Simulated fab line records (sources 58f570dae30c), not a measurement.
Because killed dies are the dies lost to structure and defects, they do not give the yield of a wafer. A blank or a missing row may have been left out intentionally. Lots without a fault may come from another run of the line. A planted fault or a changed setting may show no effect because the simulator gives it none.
Struck lot and sound lot, side by side | flow berkeley cmos170 | 15 steps out of a route of 331
Sound: wafers L280.2, L280.3, L280.6. Struck: wafers L287.2, L287.3, L287.6. The cause is named last.
Each step with rows lists, per side, the tool, then ch with its chambers, then its first start. Under that, the readings that differ: sound wafers | struck wafers | difference of the means | sigmas: that difference in standard deviations of wafers without a fault.
alike: same words and numbers on both sides, and readings whose means sit less than 2 such deviations apart. not compared: any withheld reading, any reading some wafer has no value for, any bound like >300 that may hide the same value, and any number with overlapping values for which the record gives no deviation.
Wherever a step has rows on one side only, a row that says differs or no value, or a row with sigmas, the two part there. Numbers that don't overlap but have no deviation are shown without sigmas and don't part them. A reading missing from all wafers of one side parts the sides only when that side holds two or more wafers.

UCB170_SACOX_THK_MEAS_02:
  sound on film metro-01, day 6 05:50; struck on film metro-02, day 8 04:08
  alike: SACOX_OXIDE_THK
then, 2 steps without rows for these wafers: UCB170_SCREENOX_WET_ETCH_00 (etches SiO2 in dHF, time 195.1 s); UCB170_SCREENOX_OXIDATION_01 (target thk 14.4 nm, ox time 2400 s).
UCB170_SCREENOX_THK_MEAS_02:
  sound on film metro-02, day 6 12:54; struck on film metro-02, day 8 08:24
  reading                 | sound             | struck            | difference | sigmas
  SCREENOX_OXIDE_THK (nm) | 14.45 14.53 14.37 | 14.07 13.72 14.12 | -0.48      | -2
then, 7 steps without rows for these wafers: UCB170_SCREENOX_ANNEAL_03 (time 900 s); UCB170_NVT_HMDS_00 (prime time 60 s); UCB170_NVT_COAT_01 (resist thk 900 nm); UCB170_NVT_SOFTBAKE_02 (time 60 s); UCB170_NVT_EXPOSE_03 (exposes mask PWELL, target cd 3000 nm); UCB170_NVT_PEB_04; UCB170_NVT_DEVELOP_05 (develop time 45 s).
UCB170_NVT_OVL_MEAS_06:
  sound on overlay-01, day 6 22:09; struck on overlay-02, day 8 15:32
  alike: NVT_OVL
UCB170_NVT_IMPLANT_07:
  sound on implanter-03 ch 0, day 6 22:13; struck on implanter-02 ch 0, day 8 15:35
  reading                   | sound                | struck               | difference | sigmas
  beam energy keV           | 50.021 50.001 50.006 | 48.946 48.965 48.968 | -1.050     | -66
  model.implant.drp nm (nm) | 18.57 18.57 18.57    | 18.3 18.3 18.3       | -0.3       |
UCB170_NVT_STRIP_08: strips in O2.
  sound on plasma asher-04 ch 1, day 6 22:20; struck on plasma asher-03 ch 0,1, day 8 15:43
  reading                     | sound       | struck      | difference | sigmas
  drypump motor current A (A) | 5.0 5.0 5.1 | 6.1 5.7 6.1 | +0.9       | +3
  alike: oes product au, strip time to endpoint s
  not compared: rf hours counter h
-- the record jumps here: 2 days lie between the struck wafers' starts before and after (it left off in module NVT and takes up again in module M3, whose first step shown is number 331 of the route) --
UCB170_M3_PROBE_99:
  rows exist in the record for the struck wafers here (prober-02, day 11 01:17), but not for the sound ones

== WHERE THEY PART ==
First at UCB170_SCREENOX_THK_MEAS_02; last, within this record, at UCB170_M3_PROBE_99.

WHY: whatever the simulator had introduced
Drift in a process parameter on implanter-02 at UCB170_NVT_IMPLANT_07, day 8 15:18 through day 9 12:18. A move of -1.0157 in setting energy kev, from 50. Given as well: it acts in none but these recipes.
